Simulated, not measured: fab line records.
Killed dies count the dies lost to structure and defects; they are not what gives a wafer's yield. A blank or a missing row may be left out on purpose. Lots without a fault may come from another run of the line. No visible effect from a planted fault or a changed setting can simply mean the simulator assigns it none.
fab line records	flow berkeleyCmos170
[record] lots = 5	wafers = 23
route steps=331 shown NVT@111 PVT@123 GATE@125 FIELD@126 PSD@183 NSD@195 SDANNEAL@204 SILICIDE@211 CONTACT@234 V1@254
startH: start of the lot's first displayed wafer, in hours after the record's first day	waitH: hours elapsed since this lot's preceding step	" unchanged from the row above	L1.1+2: a single row standing in for several wafers	- no value present, or no start provided	* or withheld: withheld	< > ~ a bound
route shown NAME@n: names a module that has steps shown in the file, with the first one's number in the route	usual: mean/standard deviation taken from wafers without a fault	same: alike in all rows	chamber/n: place in a boat	sites: readings site by site	_std_site: standard deviation across them	_edge_site: mean of outer sites minus mean of inner sites	radiusMm: how far each site lies from the wafer's centre	mask NAME#n: copy n	behind: the tool/chamber that last shaped the wafer	hold: what put the lot on hold/how long, in hours/how the hold closed	device: the n, p or np transistor that did not switch	end of line: tests of these same wafers at the route's end	a step without rows: its recipe alone	killed: count of dies lost to structure and defects at first sort (not the wafer's yield)	map: a wafer's dies, x killed, . not, _ none there
set.NAME: the setting that was run; set.NAME@STEP: the one run at that earlier step	model.NAME: the simulator's own value behind a step, which no gauge read
lots whose settings were changed on purpose; a table a step, a row a wafer
[[steps]]
[step UCB170_NVT_IMPLANT_07]
[recipe] species = BF2	doseCm2 = 3e+12	energyKev = 50	tiltDeg = 7
lot.wafer	tool	chamber	startH	waitH	set.energyKev	model.implant.drpNm
L074.1+3+4+5+6	implanter-02	0	134.40	0.0	50	18.57
L077.2+3+4+5+6	implanter-01	0	163.77	0.0	50	18.57
L081.2+4+6	implanter-02	0	181.64	0.0	50	18.57
L081.3+5	"	0	"	"	49.15	18.34
L084.1+4+5	implanter-02	0	192.63	0.0	50	18.57
L085.1+4+6	implanter-02	0	192.82	0.0	50	18.57
L085.3+5	"	0	"	"	48.91	18.28
[step UCB170_NVT_STRIP_08]
[recipe] chemistry = O2	powerW = 400	pressureMtorr = 3500	platenTempC = withheld	o2FlowSccm = 400	overashFraction = 0.5
[usual] stripTimeToEndpointS = 21.66/0.063
lot.wafer	tool	chamber	startH	waitH	set.spinRpm@NVT_COAT_01	stripTimeToEndpointS
L074.1	plasmaAsher-02	1	134.55	0.1	1500	21.71
L074.3	"	0	"	"	1531	21.57
L074.4	"	1	"	"	1500	21.72
L074.5	"	0	"	"	1500	21.72
L074.6	"	1	"	"	1531	21.56
L077.2	plasmaAsher-03	1	163.89	0.1	1500	21.59
L077.3	"	1	"	"	1500	21.64
L077.4	"	0	"	"	1500	21.59
L077.5	"	0	"	"	1500	21.60
L077.6	"	1	"	"	1500	21.61
L081.2	plasmaAsher-03	1	181.76	0.1	1500	21.67
L081.3	"	0	"	"	1500	21.69
L081.4	"	1	"	"	1401	22.38
L081.5	"	1	"	"	1401	22.35
L081.6	"	0	"	"	1401	22.45
L084.1	plasmaAsher-03	1	192.78	0.1	1500	21.71
L084.4	"	1	"	"	1500	21.75
L084.5	"	0	"	"	1500	21.69
L085.1	plasmaAsher-04	1	192.97	0.1	1500	21.72
L085.3	"	1	"	"	1500	21.72
L085.4	"	0	"	"	1500	21.72
L085.5	"	0	"	"	1500	21.70
L085.6	"	1	"	"	1500	21.69
[step UCB170_PVT_STRIP_08]
[recipe] chemistry = O2	powerW = 400	pressureMtorr = 3500	platenTempC = withheld	o2FlowSccm = 400	overashFraction = 0.5
[usual] oesProductAu = 0.733/0.004
lot.wafer	tool	chamber	startH	waitH	set.overashFraction	oesProductAu
L074.1	plasmaAsher-03	1	136.30	0.1	0.5	0.730
L074.3	"	0	"	"	0.5	0.732
L074.4	"	1	"	"	0.6158	0.700
L074.5	"	1	"	"	0.5	0.733
L074.6	"	0	"	"	0.6158	0.698
L077.2	plasmaAsher-01	0	165.93	0.1	0.5391	0.727
L077.3	"	1	"	"	0.5391	0.721
L077.4	"	0	"	"	0.5391	0.720
L077.5	"	0	"	"	0.5	0.731
L077.6	"	1	"	"	0.5	0.736
L081.2	plasmaAsher-03	1	187.04	0.1	0.6322	0.694
L081.3	"	1	"	"	0.5	0.731
L081.4	"	0	"	"	0.5	0.735
L081.5	"	0	"	"	0.6322	0.697
L081.6	"	1	"	"	0.5	0.726
L084.1	plasmaAsher-01	1	195.75	0.1	0.5	0.727
L084.4	"	0	"	"	0.5	0.728
L084.5	"	1	"	"	0.5	0.740
L085.1	plasmaAsher-01	0	196.13	0.1	0.5	0.734
L085.3	"	0	"	"	0.6421	0.690
L085.4	"	1	"	"	0.6421	0.690
L085.5	"	1	"	"	0.6421	0.686
L085.6	"	0	"	"	0.5	0.735
[step UCB170_GATE_WET_ETCH_00]
[recipe] chemistry = dHF	dilution = 25:1	target = SiO2	tempC = 25	timeS = 200
[step UCB170_FIELD_THK_MEAS_91]
[recipe] reads = SiO2_of_FIELD_OXIDATION_01
[usual] FIELD_OXIDE_LEFT_2_THK = 355/9.2
lot.wafer	tool	chamber	startH	waitH	set.oxTimeS@FIELD_OXIDATION_01	FIELD_OXIDE_LEFT_2_THK[nm]
L074.1	filmMetro-04	-	136.53	0.0	6239	300
L074.3	"	-	"	"	6239	308
L074.4	"	-	"	"	6239	309
L074.5	"	-	"	"	6239	304
L074.6	"	-	"	"	6239	299
L077.2	filmMetro-01	-	166.22	0.0	7996	400
L077.3	"	-	"	"	7996	401
L077.4	"	-	"	"	7996	405
L077.5	"	-	"	"	7996	402
L077.6	"	-	"	"	7996	395
L081.2	filmMetro-04	-	187.28	0.0	6261	297
L081.3	"	-	"	"	6261	301
L081.4	"	-	"	"	6261	293
L081.5	"	-	"	"	6261	288
L081.6	"	-	"	"	6261	285
L084.1	filmMetro-02	-	196.35	0.0	7200	357
L084.4	"	-	"	"	7200	356
L084.5	"	-	"	"	7200	354
L085.1	filmMetro-01	-	196.40	0.0	6828	324
L085.3	"	-	"	"	6828	326
L085.4	"	-	"	"	6828	324
L085.5	"	-	"	"	6828	328
L085.6	"	-	"	"	6828	323
[step UCB170_GATE_COAT_07]
[recipe] resist = KrF	spinRpm = 1500	resistThkNm = 900
lot.wafer	tool	chamber	startH	waitH	set.spinRpm	model.KrF_of_GATE_COAT_07.thkNm
L074.1	lithoTrack-04	0	-	-	1500	900.5
L074.3	"	0	"	"	1500	900
L074.4	"	0	"	"	1500	900.3
L074.5	"	0	"	"	1500	899.3
L074.6	"	0	"	"	1500	899.4
L077.2	lithoTrack-04	0	-	-	1500	897.5
L077.3	"	0	"	"	1534	887.3
L077.4	"	0	"	"	1534	889.7
L077.5	"	0	"	"	1500	895.6
L077.6	"	0	"	"	1534	888.2
L081.2	lithoTrack-01	0	-	-	1500	900.2
L081.3	"	0	"	"	1500	900.4
L081.4	"	0	"	"	1500	898.8
L081.5	"	0	"	"	1500	898.3
L081.6	"	0	"	"	1500	900.5
L085.1	lithoTrack-01	0	-	-	1553	883.1
L085.3	"	0	"	"	1500	898.9
L085.4	"	0	"	"	1553	884.3
L085.5	"	0	"	"	1500	899.2
L085.6	"	0	"	"	1500	899.9
L084.1+5	lithoTrack-04	0	-	-	1500	905.1
L084.4	"	0	"	"	1500	905.8
[step UCB170_GATE_ETCH_15]
[recipe] chemistry = HBr/Cl2	target = poly-Si	stopOn = SiO2	overEtchFrac = 0.3	icpW = 300	biasW = 150	timeS = 56.3	pressureMtorr = 15	HBr_flow_sccm = 150	Cl2_flow_sccm = 50	targetDepthA = 2782
lot.wafer	tool	chamber	startH	waitH	set.overEtchFrac	set.spinRpm@GATE_COAT_07	model.KrF_of_GATE_COAT_07.thkNm
L074.1	rieSi-02	2	160.26	-	0.3569	1500	770.7
L074.3	"	1	"	"	0.3	1500	777
L074.4	"	0	"	"	0.3	1500	779.4
L074.5	"	2	"	"	0.3	1500	774.6
L074.6	"	3	"	"	0.3569	1500	770.8
L077.2	rieSi-02	0	183.92	-	0.2156	1500	783.8
L077.3	"	3	"	"	0.3	1534	763.4
L077.4	"	1	"	"	0.2156	1534	775.2
L077.5	"	3	"	"	0.2156	1500	780.2
L077.6	"	2	"	"	0.3	1534	764.5
L081.2	rieSi-02	0	200.74	-	0.2331	1500	784.3
L081.3	"	2	"	"	0.3	1500	774.1
L081.4	"	1	"	"	0.3	1500	775.1
L081.5	"	0	"	"	0.3	1500	775.8
L081.6	"	3	"	"	0.2331	1500	782
L085.1	rieSi-01	1	212.65	-	0.3	1553	758.3
L085.3	"	0	"	"	0.2183	1500	784.4
L085.4	"	2	"	"	0.2183	1553	763.5
L085.5	"	0	"	"	0.3	1500	778.1
L085.6	"	1	"	"	0.2183	1500	783.1
L084.1	rieSi-01	0	212.93	-	0.3	1500	783.9
L084.4	"	1	"	"	0.3	1500	782.3
L084.5	"	2	"	"	0.3	1500	779.3
[step UCB170_PSD_IMPLANT_08]
[recipe] species = B	doseCm2 = 3e+15	energyKev = 20	tiltDeg = 7
lot.wafer	tool	chamber	startH	waitH	set.doseCm2
L074.1+3	implanter-01	0	173.11	0.0	3.176e+15
L074.4+5+6	"	0	"	"	3e+15
L077.2+4	implanter-02	0	197.20	0.0	3e+15
L077.3+5+6	"	0	"	"	2.859e+15
L081.2+3+4+5+6	implanter-02	0	215.46	0.0	3e+15
L084.1+4+5	implanter-04	0	226.61	0.0	3e+15
L085.1+3+4	implanter-04	0	227.39	0.0	3e+15
L085.5+6	"	0	"	"	2.888e+15
[step UCB170_PSD_STRIP_09]
[recipe] chemistry = O2	powerW = 400	pressureMtorr = 3500	platenTempC = withheld	o2FlowSccm = 400	overashFraction = 0.5
[usual] stripTimeToEndpointS = 29.40/0.068
lot.wafer	tool	chamber	startH	waitH	set.doseCm2@PSD_IMPLANT_08	stripTimeToEndpointS
L074.1	plasmaAsher-02	0	173.26	0.1	3.176e+15	30.11
L074.3	"	0	"	"	3.176e+15	30.03
L074.4	"	1	"	"	3e+15	29.47
L074.5	"	0	"	"	3e+15	29.43
L074.6	"	1	"	"	3e+15	29.43
L077.2	plasmaAsher-01	1	197.32	0.1	3e+15	29.31
L077.3	"	0	"	"	2.859e+15	28.84
L077.4	"	1	"	"	3e+15	29.30
L077.5	"	1	"	"	2.859e+15	28.92
L077.6	"	0	"	"	2.859e+15	28.93
L081.2	plasmaAsher-01	1	215.59	0.1	3e+15	29.36
L081.3	"	1	"	"	3e+15	29.30
L081.4	"	0	"	"	3e+15	29.40
L081.5	"	0	"	"	3e+15	29.34
L081.6	"	1	"	"	3e+15	29.37
L084.1	plasmaAsher-02	1	226.76	0.1	3e+15	29.36
L084.4	"	0	"	"	3e+15	29.31
L084.5	"	0	"	"	3e+15	29.25
L085.1	plasmaAsher-03	1	227.54	0.1	3e+15	29.42
L085.3	"	1	"	"	3e+15	29.39
L085.4	"	0	"	"	3e+15	29.43
L085.5	"	1	"	"	2.888e+15	29.01
L085.6	"	0	"	"	2.888e+15	29.02
[step UCB170_NSD_IMPLANT_08]
[recipe] species = P	doseCm2 = 3e+15	energyKev = 40	tiltDeg = 7
lot.wafer	tool	chamber	startH	waitH	set.tiltDeg
L074.1+3+5	implanter-01	0	177.54	0.0	7.291
L074.4+6	"	0	"	"	7
L077.2+6	implanter-01	0	200.13	0.0	6.638
L077.3+4+5	"	0	"	"	7
L081.2+3+4+5+6	implanter-01	0	217.64	0.0	7
L084.1+4+5	implanter-01	0	229.22	0.0	7
L085.1+4	implanter-01	0	229.76	0.0	7.717
L085.3+5+6	"	0	"	"	7
[step UCB170_NSD_STRIP_09]
[recipe] chemistry = O2	powerW = 400	pressureMtorr = 3500	platenTempC = withheld	o2FlowSccm = 400	overashFraction = 0.5
[step UCB170_SDANNEAL_RTA_00]
[recipe] tempC = 900	timeS = 10	ambient = N2
[step UCB170_SDANNEAL_RTA_01]
[recipe] tempC = 1050	timeS = 5	ambient = N2
[step UCB170_SDANNEAL_RS_MEAS_02]
[recipe] thkMeasGauge = four-point-probe
[usual] PSD_RS = 75.7/0.37
lot.wafer	tool	chamber	startH	waitH	set.doseCm2@PSD_IMPLANT_08	PSD_RS[ohm/sq]
L074.1	filmMetro-01	-	180.12	0.1	3.176e+15	72.3
L074.3	"	-	"	"	3.176e+15	72.3
L074.4	"	-	"	"	3e+15	75.6
L074.5	"	-	"	"	3e+15	75.6
L074.6	"	-	"	"	3e+15	75.9
L077.2	filmMetro-03	-	201.71	0.1	3e+15	75.7
L077.3	"	-	"	"	2.859e+15	78.5
L077.4	"	-	"	"	3e+15	75.7
L077.5	"	-	"	"	2.859e+15	78.2
L077.6	"	-	"	"	2.859e+15	78.4
L081.2	filmMetro-01	-	220.65	0.1	3e+15	75.7
L081.3	"	-	"	"	3e+15	75.6
L081.4	"	-	"	"	3e+15	75.7
L081.5	"	-	"	"	3e+15	75.6
L081.6	"	-	"	"	3e+15	75.3
L084.1	filmMetro-02	-	230.77	0.0	3e+15	75.7
L084.4	"	-	"	"	3e+15	75.7
L084.5	"	-	"	"	3e+15	75.9
L085.1	filmMetro-03	-	231.47	0.1	3e+15	75.6
L085.3	"	-	"	"	3e+15	75.6
L085.4	"	-	"	"	3e+15	75.4
L085.5	"	-	"	"	2.888e+15	77.6
L085.6	"	-	"	"	2.888e+15	77.6
[step UCB170_SILICIDE_SPUTTER_01]
[recipe] material = Ti	targetThkNm = 30	timeS = 25	powerW = 1500	chamberPressurePa = 0.5
lot.wafer	tool	chamber	startH	waitH	set.powerW	model.Ti_of_SILICIDE_SPUTTER_01.thkNm
L074.1	pvdSputter-01	-	180.67	0.0	1500	29.59
L074.3+4	"	-	"	"	1500	29.34
L074.5	"	-	"	"	1500	29.64
L074.6	"	-	"	"	1500	29.49
L077.2	pvdSputter-03	-	202.23	0.0	1500	29.06
L077.3	"	-	"	"	1334	26.21
L077.4	"	-	"	"	1500	29.24
L077.5	"	-	"	"	1500	29.59
L077.6	"	-	"	"	1334	25.96
L081.2	pvdSputter-04	-	221.18	0.0	1500	30.19
L081.3	"	-	"	"	1500	30.45
L081.4	"	-	"	"	1500	30.54
L081.5	"	-	"	"	1500	30.33
L081.6	"	-	"	"	1500	29.98
L084.1	pvdSputter-01	-	231.32	0.0	1500	29.29
L084.4	"	-	"	"	1500	29.3
L084.5	"	-	"	"	1500	28.94
L085.1	pvdSputter-04	-	232.01	0.0	1622	32.82
L085.3	"	-	"	"	1622	32.19
L085.4	"	-	"	"	1500	30.2
L085.5	"	-	"	"	1622	32.27
L085.6	"	-	"	"	1500	30.42
[step UCB170_SILICIDE_RS_MEAS_02]
[recipe] thkMeasGauge = four-point-probe	reads = Ti_of_SILICIDE_SPUTTER_01
[usual] SILICIDE_TI_RS = 26.4/0.46
lot.wafer	tool	chamber	startH	waitH	set.powerW@SILICIDE_SPUTTER_01	SILICIDE_TI_RS[ohm/sq]
L074.1	filmMetro-04	-	180.70	0.0	1500	26.5
L074.3	"	-	"	"	1500	26.8
L074.4	"	-	"	"	1500	26.8
L074.5	"	-	"	"	1500	26.5
L074.6	"	-	"	"	1500	26.6
L077.2	filmMetro-04	-	202.42	0.2	1500	27.3
L077.3	"	-	"	"	1334	30.9
L077.4	"	-	"	"	1500	27.0
L077.5	"	-	"	"	1500	26.7
L077.6	"	-	"	"	1334	31.2
L081.2	filmMetro-02	-	221.23	0.0	1500	25.9
L081.3	"	-	"	"	1500	25.7
L081.4	"	-	"	"	1500	25.6
L081.5	"	-	"	"	1500	25.8
L081.6	"	-	"	"	1500	26.2
L084.1	filmMetro-02	-	231.35	0.0	1500	26.8
L084.4	"	-	"	"	1500	26.9
L084.5	"	-	"	"	1500	27.3
L085.1	filmMetro-02	-	232.04	0.0	1622	23.5
L085.3	"	-	"	"	1622	24.1
L085.4	"	-	"	"	1500	25.9
L085.5	"	-	"	"	1622	24.0
L085.6	"	-	"	"	1500	25.7
[step UCB170_SILICIDE_THK_MEAS_03]
[recipe] thkMeasGauge = xrf	reads = Ti_of_SILICIDE_SPUTTER_01
[usual] SILICIDE_TI_THK = 30.1/0.46
lot.wafer	tool	chamber	startH	waitH	set.powerW@SILICIDE_SPUTTER_01	SILICIDE_TI_THK[nm]
L074.1	filmMetro-04	-	180.82	0.1	1500	29.8
L074.3	"	-	"	"	1500	29.5
L074.4	"	-	"	"	1500	29.5
L074.5	"	-	"	"	1500	29.7
L074.6	"	-	"	"	1500	29.6
L077.2	filmMetro-04	-	202.53	0.1	1500	29.1
L077.3	"	-	"	"	1334	26.4
L077.4	"	-	"	"	1500	29.3
L077.5	"	-	"	"	1500	29.6
L077.6	"	-	"	"	1334	26.1
L081.2	filmMetro-02	-	221.34	0.1	1500	30.5
L081.3	"	-	"	"	1500	30.6
L081.4	"	-	"	"	1500	30.8
L081.5	"	-	"	"	1500	30.5
L081.6	"	-	"	"	1500	30.2
L084.1	filmMetro-02	-	231.47	0.1	1500	29.5
L084.4	"	-	"	"	1500	29.5
L084.5	"	-	"	"	1500	29.2
L085.1	filmMetro-02	-	232.16	0.1	1622	33.0
L085.3	"	-	"	"	1622	32.4
L085.4	"	-	"	"	1500	30.3
L085.5	"	-	"	"	1622	32.4
L085.6	"	-	"	"	1500	30.7
[step UCB170_CONTACT_ETCH_18]
[recipe] chemistry = CHF3/CF4/Ar	target = PSG	stopOn = TiSi2	CHF3_flow_sccm = 45	cf4FlowSccm = 15	Ar_flow_sccm = 150	pressureMtorr = 200	rfW = 700	targetDepthA = 8400	overEtchFrac = 0.2	timeS = 195
lot.wafer	tool	chamber	startH	waitH	set.timeS	model.KrF_of_CONTACT_COAT_10.thkNm
L074.1	rieDiel-02	0	-	-	195	693.5
L074.3	"	1	"	"	215.5	674.5
L074.4	"	3	"	"	215.5	672.4
L074.5	"	0	"	"	215.5	681
L074.6	"	3	"	"	195	692.6
L077.2	rieDiel-02	3	-	-	195	687.2
L077.3	"	1	"	"	195	690.6
L077.4	"	2	"	"	204.1	680.5
L077.5	"	3	"	"	195	687
L077.6	"	2	"	"	204.1	682.1
L081.2	rieDiel-04	2	-	-	195	695.1
L081.3	"	1	"	"	207.4	679.4
L081.4	"	0	"	"	207.4	685.6
L081.5	"	2	"	"	195	697.6
L081.6	"	3	"	"	207.4	679.9
L084.1	rieDiel-02	3	-	-	195	694.6
L084.4	"	0	"	"	195	699.1
L084.5	"	0	"	"	195	698.9
L085.1	rieDiel-02	3	-	-	195	693.5
L085.3	"	0	"	"	195	701.6
L085.4	"	2	"	"	195	694.5
L085.5	"	0	"	"	223.7	671.7
L085.6	"	3	"	"	223.7	665.2
[step UCB170_V1_CVD_00]
[recipe] material = SiO2	targetThkNm = 2000	tempC = 390	precursor = TEOS/O2	timeS = 250	rfW = 550	pressureMtorr = 9000
lot.wafer	tool	chamber	startH	waitH	set.timeS	model.SiO2_of_V1_CVD_00.thkNm
L074.1	pecvd-04	1	193.12	0.0	250	1992
L074.3	"	0	"	"	250	1975
L074.4	"	2	"	"	250	2014
L074.5	"	1	"	"	250	2041
L074.6	"	0	"	"	250	2019
L077.2	pecvd-04	1	210.52	0.0	234.3	1879
L077.3	"	2	"	"	250	1974
L077.4	"	2	"	"	234.3	1895
L077.5	"	0	"	"	250	2021
L077.6	"	1	"	"	250	2023
L081.2	pecvd-02	1	231.57	0.0	219.4	1739
L081.3	"	0	"	"	250	1985
L081.4	"	0	"	"	219.4	1772
L081.5	"	1	"	"	219.4	1769
L081.6	"	2	"	"	250	2020
L084.1	pecvd-01	1	240.87	0.0	250	1970
L084.4	"	2	"	"	250	1991
L084.5	"	0	"	"	250	2021
L085.1	pecvd-02	2	242.20	0.0	261.5	2091
L085.3	"	1	"	"	250	1993
L085.4	"	1	"	"	250	2041
L085.5	"	0	"	"	261.5	2133
L085.6	"	2	"	"	250	2019
[step UCB170_V1_THK_MEAS_01]
[recipe] reads = SiO2_of_V1_CVD_00
[usual] V1_TEOS_THK = 2005/24
lot.wafer	tool	chamber	startH	waitH	set.timeS@V1_CVD_00	V1_TEOS_THK[nm]
L074.1	filmMetro-01	-	193.28	0.1	250	1993
L074.3	"	-	"	"	250	1975
L074.4	"	-	"	"	250	2015
L074.5	"	-	"	"	250	2040
L074.6	"	-	"	"	250	2020
L077.2	filmMetro-01	-	210.68	0.1	234.3	1879
L077.3	"	-	"	"	250	1975
L077.4	"	-	"	"	234.3	1894
L077.5	"	-	"	"	250	2021
L077.6	"	-	"	"	250	2022
L081.2	filmMetro-04	-	231.73	0.1	219.4	1741
L081.3	"	-	"	"	250	1987
L081.4	"	-	"	"	219.4	1772
L081.5	"	-	"	"	219.4	1769
L081.6	"	-	"	"	250	2020
L084.1	filmMetro-04	-	241.02	0.1	250	1970
L084.4	"	-	"	"	250	1989
L084.5	"	-	"	"	250	2020
L085.1	filmMetro-03	-	242.36	0.1	261.5	2092
L085.3	"	-	"	"	250	1992
L085.4	"	-	"	"	250	2040
L085.5	"	-	"	"	261.5	2134
L085.6	"	-	"	"	250	2019
[step UCB170_V1_PEB_10]
[recipe] pebTempC = 130	pebTimeS = withheld	resist = KrF
lot.wafer	tool	chamber	startH	waitH	set.pebTempC
L074.1+4	lithoTrack-04	0	195.12	0.3	132.6
L074.3+5+6	"	0	"	"	130
L077.2+6	lithoTrack-03	0	212.38	0.1	133.4
L077.3+4+5	"	0	"	"	130
L081.2+4+6	lithoTrack-01	0	233.03	0.1	130
L081.3+5	"	0	"	"	128.3
L084.1+4+5	lithoTrack-03	0	242.32	0.1	130
L085.1+3+5	lithoTrack-03	0	244.33	0.5	127.2
L085.4+6	"	0	"	"	130
[step UCB170_V1_DEVELOP_11]
[recipe] developer = TMAH	developTimeS = 45	resist = KrF	devTempC = 21
[step UCB170_V1_CD_MEAS_12]
[recipe] targetCdNm = 700
[usual] cdNm = 699.2/1.6
lot.wafer	tool	chamber	startH	waitH	set.pebTempC@V1_PEB_10	cdNm
L074.1	cdSem-01	-	195.39	-	132.6	715.5
L074.3	"	-	"	"	130	698.9
L074.4	"	-	"	"	132.6	714.5
L074.5	"	-	"	"	130	699.3
L074.6	"	-	"	"	130	700.2
L077.2	cdSem-02	-	212.67	-	133.4	716.2
L077.3	"	-	"	"	130	697.4
L077.4	"	-	"	"	130	697.1
L077.5	"	-	"	"	130	696.0
L077.6	"	-	"	"	133.4	715.2
L081.2	cdSem-02	-	233.30	-	130	702.1
L081.3	"	-	"	"	128.3	689.7
L081.4	"	-	"	"	130	701.3
L081.5	"	-	"	"	128.3	689.2
L081.6	"	-	"	"	130	700.3
L084.1	cdSem-02	-	242.59	-	130	700.9
L084.4	"	-	"	"	130	701.6
L084.5	"	-	"	"	130	701.1
L085.1	cdSem-02	-	244.60	-	127.2	678.1
L085.3	"	-	"	"	127.2	678.7
L085.4	"	-	"	"	130	699.9
L085.5	"	-	"	"	127.2	677.5
L085.6	"	-	"	"	130	697.0
[[key]]
[split] step = UCB170_NVT_IMPLANT_07	setting = energyKev	stated = 50	by = wafer
[response] step = UCB170_NVT_IMPLANT_07	reading = model.implant.drpNm	change = +0.134	per = 1%	r = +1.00
[split] step = UCB170_PVT_STRIP_08	setting = overashFraction	stated = 0.5	by = wafer
[response] step = UCB170_PVT_STRIP_08	reading = oesProductAu	change = -0.00146	per = 1%	r = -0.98
[split] step = UCB170_GATE_COAT_07	setting = spinRpm	stated = 1500	by = wafer
[response] step = UCB170_GATE_COAT_07	reading = model.KrF_of_GATE_COAT_07.thkNm	change = -4.18	per = 1%	r = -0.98
[response] step = UCB170_GATE_ETCH_15	reading = model.KrF_of_GATE_COAT_07.thkNm	change = -6.05	per = 1%	r = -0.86
[split] step = UCB170_GATE_ETCH_15	setting = overEtchFrac	stated = 0.3	by = wafer
response none clear
[split] step = UCB170_PSD_IMPLANT_08	setting = doseCm2	stated = 3e+15	by = wafer
[response] step = UCB170_PSD_STRIP_09	reading = stripTimeToEndpointS	change = *	per = 1%	r = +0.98
[response] step = UCB170_SDANNEAL_RS_MEAS_02	reading = PSD_RS	change = -0.572	per = 1%	r = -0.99
[split] step = UCB170_NSD_IMPLANT_08	setting = tiltDeg	stated = 7	by = wafer
response none clear
[split] step = UCB170_SILICIDE_SPUTTER_01	setting = powerW	stated = 1500	by = wafer
[response] step = UCB170_SILICIDE_SPUTTER_01	reading = model.Ti_of_SILICIDE_SPUTTER_01.thkNm	change = +0.28	per = 1%	r = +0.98
[response] step = UCB170_SILICIDE_RS_MEAS_02	reading = SILICIDE_TI_RS	change = -0.321	per = 1%	r = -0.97
[response] step = UCB170_SILICIDE_THK_MEAS_03	reading = SILICIDE_TI_THK	change = +0.272	per = 1%	r = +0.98
[split] step = UCB170_CONTACT_ETCH_18	setting = timeS	stated = 195	by = wafer
[response] step = UCB170_CONTACT_ETCH_18	reading = model.KrF_of_CONTACT_COAT_10.thkNm	change = -1.85	per = 1%	r = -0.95
[split] step = UCB170_V1_CVD_00	setting = timeS	stated = 250	by = wafer
[response] step = UCB170_V1_CVD_00	reading = model.SiO2_of_V1_CVD_00.thkNm	change = +19.7	per = 1%	r = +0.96
[response] step = UCB170_V1_THK_MEAS_01	reading = V1_TEOS_THK	change = +19.8	per = 1%	r = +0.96
[split] step = UCB170_V1_PEB_10	setting = pebTempC	stated = 130	by = wafer
[response] step = UCB170_V1_CD_MEAS_12	reading = cdNm	change = +8.12	per = 1%	r = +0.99
split outsideThisFile step=UCB170_FIELD_OXIDATION_01 setting=oxTimeS
split outsideThisFile step=UCB170_NVT_COAT_01 setting=spinRpm
// split outsideThisFile: this setting was split too, and the file shows its column; the key of that split is in another file
